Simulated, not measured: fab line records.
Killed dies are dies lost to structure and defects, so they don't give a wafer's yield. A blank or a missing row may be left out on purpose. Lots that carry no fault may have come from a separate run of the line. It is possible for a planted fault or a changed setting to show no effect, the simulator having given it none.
Code-filled problem report in 8D (eight disciplines) form -- flow berkeley_cmos170 -- the parts of the form that need people (team, actions taken, sign-off) are left out

1. WHAT IS WRONG
At UCB170_BACKSIDE_STRIP_03, strip_time_to_endpoint_s averages 43.95 s over 3 wafers from 2 lots, while fault-free wafers read 22.00 s, standard deviation 0.065. That is +99 or more standard deviations from the usual mean.
The step: strips in O2.
First observed at day 8 18:35: wafer L894.2, on plasma_asher-01. The record holds 18 wafers of 6 lots with a number at this step. Rule for "out" (also "out of limits"): further than 4 standard deviations from the usual mean. All remaining wafers that have a number are taken as sound.

2. WHAT IT IS, WHAT IT ISN'T
question,is,is not
which readings at this step,"strip_time_to_endpoint_s, oes_product_au",drypump_motor_current_A
which lots,"L893, L894","L887, L891, L902, L904"
which wafers of those lots,"L893.1, L893.4, L894.2","L893.2, L894.4, L894.6"
read on which tools,plasma_asher-01,"plasma_asher-03, plasma_asher-04"
when,from day 8 18:35,"up to then (5 sound wafers); but 10 sound wafers of L891, L893, L902, L904 came after"

3. WHAT RULES OUT EACH SUSPECT
Counting: a tool at a process step up to the reading stays a suspect if it ran every lot that is out. Sound lots after the first of them don't rule it out here, since some wafers of a struck lot are sound.
- plasma_asher-01 at UCB170_BACKSIDE_STRIP_03 (strips in O2): kept. Every lot that is out went through it, the first being L894 (day 8 18:35); the last sound lot it ran before that was L887 (day 7 01:32). Its own oes_product_au, strip_time_to_endpoint_s readings are out on those wafers.
- The sound lot-mates ran in chamber 1 of plasma_asher-01 at UCB170_BACKSIDE_STRIP_03, but the wafers that are out ran in chamber 0.
Remaining after the count: plasma_asher-01 at UCB170_BACKSIDE_STRIP_03.

4. THE CAUSE (what the simulator had put in)
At UCB170_BACKSIDE_STRIP_03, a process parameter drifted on plasma_asher-01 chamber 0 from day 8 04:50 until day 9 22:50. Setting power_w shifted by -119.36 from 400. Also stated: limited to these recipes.
After counting, this tool was the only one left.

5. SEQUENCE OF EFFECTS, ordered by route
One row per reading whose mean, taken over the struck wafers that have a number, lies over 3 standard deviations from the usual. Scope: only readings with a usual standard deviation given in the record; hours: median across lots of the time from each lot's start at the first step in this table that gives one to its start at this step; sigmas: change in usual standard deviations.
hours,step,reading,usual,on struck wafers,change,sigmas
0,UCB170_BACKSIDE_STRIP_03,oes_product_au,0.734 a.u.,0.020,-0.714,-99 or more
0,UCB170_BACKSIDE_STRIP_03,strip_time_to_endpoint_s,22.00 s,43.95,+21.95,+99 or more
Here are the process steps it includes:
- UCB170_BACKSIDE_STRIP_03: strips in O2.

6. WHAT WOULD HAVE CAUGHT IT SOONER
14 hours passed between the start of the fault at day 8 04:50 and the first reading out of limits in this record, taken at day 8 18:35.
